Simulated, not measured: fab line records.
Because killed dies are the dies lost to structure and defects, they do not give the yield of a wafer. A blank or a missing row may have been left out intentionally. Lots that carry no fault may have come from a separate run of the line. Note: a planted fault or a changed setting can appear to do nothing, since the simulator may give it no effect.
Which tool is to blame?    flow berkeley_cmos170    14 lots with 42 wafers sampled at 5 steps, on a route of 331 steps

WHAT EACH GAUGE READ, for each wafer
UCB170_GATE_OVL_MEAS_13.
lot   measured      on          GATE_OVL (nm)
L510  day 6 23:41   overlay-01  9 7 -2
L514  day 7 21:24   overlay-01  -1 5 10
L511  day 7 21:40   overlay-02  7 0 1
L512  day 7 21:57   overlay-01  -4 -3 0
L513  day 7 22:05   overlay-02  -11 -10 -5
L515  day 8 00:50   overlay-02  -6 -5 -4
L516  day 8 01:08   overlay-01  4 -4 -2
L523  day 9 10:11   overlay-02  7 6 5
L524  day 9 22:02   overlay-02  -7 -11 -8
L526  day 10 10:58  overlay-02  2 -5 -4
L528  day 10 11:42  overlay-01  0 1 -7
L529  day 10 11:59  overlay-01  -6 -7 -5
L530  day 11 02:56  overlay-02  7 9 6
L532  day 11 03:16  overlay-02  -1 1 4

UCB170_NLDD_CD_MEAS_06: target cd 1200 nm.
lot   measured      on         cd_nm (nm)
L510  day 7 04:37   cd_sem-02  1201.2 1201.2 1200.5
L514  day 8 02:17   cd_sem-01  1199.3 1197.8 1199.7
L511  day 8 02:50   cd_sem-02  1200.3 1198.9 1200.4
L512  day 8 03:07   cd_sem-02  1199.4 1200.0 1199.3
L513  day 8 03:10   cd_sem-01  1200.0 1199.7 1197.9
L515  day 8 05:26   cd_sem-01  1201.9 1201.8 1200.2
L516  day 8 05:42   cd_sem-01  1201.3 1200.5 1199.6
L523  day 9 16:14   cd_sem-02  1200.1 1199.1 1197.2
L524  day 10 01:46  cd_sem-02  1202.5 1201.9 1201.9
L526  day 10 16:53  cd_sem-01  1199.4 1200.1 1199.9
L528  day 10 17:10  cd_sem-02  1200.8 1200.3 1200.8
L529  day 10 17:27  cd_sem-02  1197.9 1197.5 1198.3
L530  day 11 07:31  cd_sem-02  1199.0 1198.9 1199.5
L532  day 11 07:55  cd_sem-01  1200.1 1198.4 1198.7

UCB170_NSD_CD_MEAS_06: target cd 1200 nm.
lot   measured      on         cd_nm (nm)
L510  day 7 12:31   cd_sem-02  1200.1 1199.5 1199.9
L514  day 8 10:56   cd_sem-01  1197.4 1199.9 1198.3
L511  day 8 10:32   cd_sem-02  1200.5 1200.9 1199.5
L512  day 8 11:20   cd_sem-02  1201.1 1198.9 1200.7
L513  day 8 12:02   cd_sem-01  1200.2 1201.1 1201.3
L515  day 8 14:50   cd_sem-01  1198.8 1198.4 1200.3
L516  day 8 14:35   cd_sem-02  1202.0 1200.6 1200.7
L523  day 10 00:49  cd_sem-01  1199.9 1199.6 1198.5
L524  day 10 13:29  cd_sem-02  1199.9 1200.1 1199.2
L526  day 11 04:20  cd_sem-01  1198.9 1198.9 1200.0
L528  day 11 04:55  cd_sem-02  1198.7 1199.8 1198.5
L529  day 11 05:05  cd_sem-01  1200.0 1200.9 1199.5
L530  day 11 17:06  cd_sem-02  1199.0 1199.6 1200.0
L532  day 11 17:23  cd_sem-02  1202.3 1202.4 1201.9

UCB170_SDANNEAL_RS_MEAS_05: measures by four-point-probe.
lot   measured      on             NLDD_RS (ohm/sq)
L510  day 7 14:38   film_metro-03  615.9 616.7 615.4
L514  day 8 13:26   film_metro-02  620.0 620.6 619.5
L511  day 8 13:01   film_metro-01  616.7 616.9 615.6
L512  day 8 13:55   film_metro-03  613.8 615.4 614.6
L513  day 8 14:32   film_metro-02  619.4 617.3 620.1
L515  day 8 16:56   film_metro-01  615.7 614.7 616.2
L516  day 8 16:28   film_metro-02  615.2 615.5 614.2
L523  day 10 02:46  film_metro-01  608.1 608.0 606.5
L524  day 10 16:02  film_metro-02  608.6 608.1 609.1
L526  day 11 06:27  film_metro-03  613.3 612.8 614.3
L528  day 11 06:51  film_metro-01  614.3 613.5 616.1
L529  day 11 07:18  film_metro-02  616.2 616.2 615.9
L530  day 11 19:20  film_metro-03  615.2 614.6 615.7
L532  day 11 19:46  film_metro-01  615.7 614.6 615.8

WHAT TOOL EACH LOT RAN ON (gives the tool, then ch and the chambers of the sampled wafers, and finally the start)
lot   UCB170_NLDD_IMPLANT_08
L510  implanter-03 ch 0, day 7 04:46
L514  implanter-02 ch 0, day 8 02:26
L511  implanter-03 ch 0, day 8 02:59
L512  implanter-01 ch 0, day 8 03:17
L513  implanter-03 ch 0, day 8 03:19
L515  implanter-02 ch 0, day 8 05:36
L516  implanter-03 ch 0, day 8 05:52
L523  implanter-02 ch 0, day 9 16:24
L524  implanter-02 ch 0, day 10 01:56
L526  implanter-01 ch 0, day 10 17:02
L528  implanter-03 ch 0, day 10 17:20
L529  implanter-01 ch 0, day 10 17:37
L530  implanter-01 ch 0, day 11 07:40
L532  implanter-01 ch 0, day 11 08:04
- UCB170_NLDD_IMPLANT_08

WHAT THE TOOLS THEMSELVES READ (means of the sampled wafers that have a number; where no wafer has one, the mark that the record gives instead)
UCB170_NLDD_IMPLANT_08.
lot   tool          faraday_current_uA  tilt_deg (degrees)
L510  implanter-03  158                 6.983
L514  implanter-02  160                 7.020
L511  implanter-03  162                 7.001
L512  implanter-01  160                 6.998
L513  implanter-03  160                 6.986
L515  implanter-02  159                 7.002
L516  implanter-03  159                 7.003
L523  implanter-02  157                 5.795
L524  implanter-02  159                 5.858
L526  implanter-01  156                 7.012
L528  implanter-03  158                 6.999
L529  implanter-01  158                 7.006
L530  implanter-01  161                 6.967
L532  implanter-01  159                 7.008

THE ANSWER, worked out from the rows above alone
Rule: what is usual is taken from the lots themselves. The widest of any qualifying gaps counts: lots, ordered by their means at a reading, are off when they make up no more than a third of the lots, leave a main group of 4 or more, and stand apart from it by 3 or more times the standard deviation of that group's means. If all means in a main group match to the digits the tables above print for the reading, that group is not used. A lot without any number at a reading at which 4 lots or more have one is off too. All remaining lots with rows at the step are treated as sound. Order of review: gauges by route order, followed by the tools' own readings, for which a lot's mean as printed above is used. At the first step where some lot is off, the reading lying furthest off is the one used; lots without a number count as furthest.
Off: L523, L524, at UCB170_NLDD_IMPLANT_08 (tilt_deg). The main group: mean 6.999 degrees, standard deviation 0.014.
A tool fits if, at that step or a process step before it, it ran every lot that is off, and no sound lot after the first of them. One fits: UCB170_NLDD_IMPLANT_08 on implanter-02. A fault onset in the window from L515 (day 8 05:36, its last sound lot) to L523 (day 9 16:24, its first lot off) fits.
The tool's own readings at UCB170_NLDD_IMPLANT_08 bear it out: on the lots that are off they differ by more than 5 times the standard deviation of the sound lots' means. tilt_deg reads 5.826 degrees there against 6.999 degrees on the sound lots.

WHAT HAD BEEN PUT IN BY THE SIMULATOR
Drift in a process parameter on implanter-02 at UCB170_NLDD_IMPLANT_08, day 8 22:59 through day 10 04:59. A move of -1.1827 in setting tilt_deg, from 7. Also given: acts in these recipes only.
Struck lots among those shown: L523, L524. The rule given above showed the same thing.
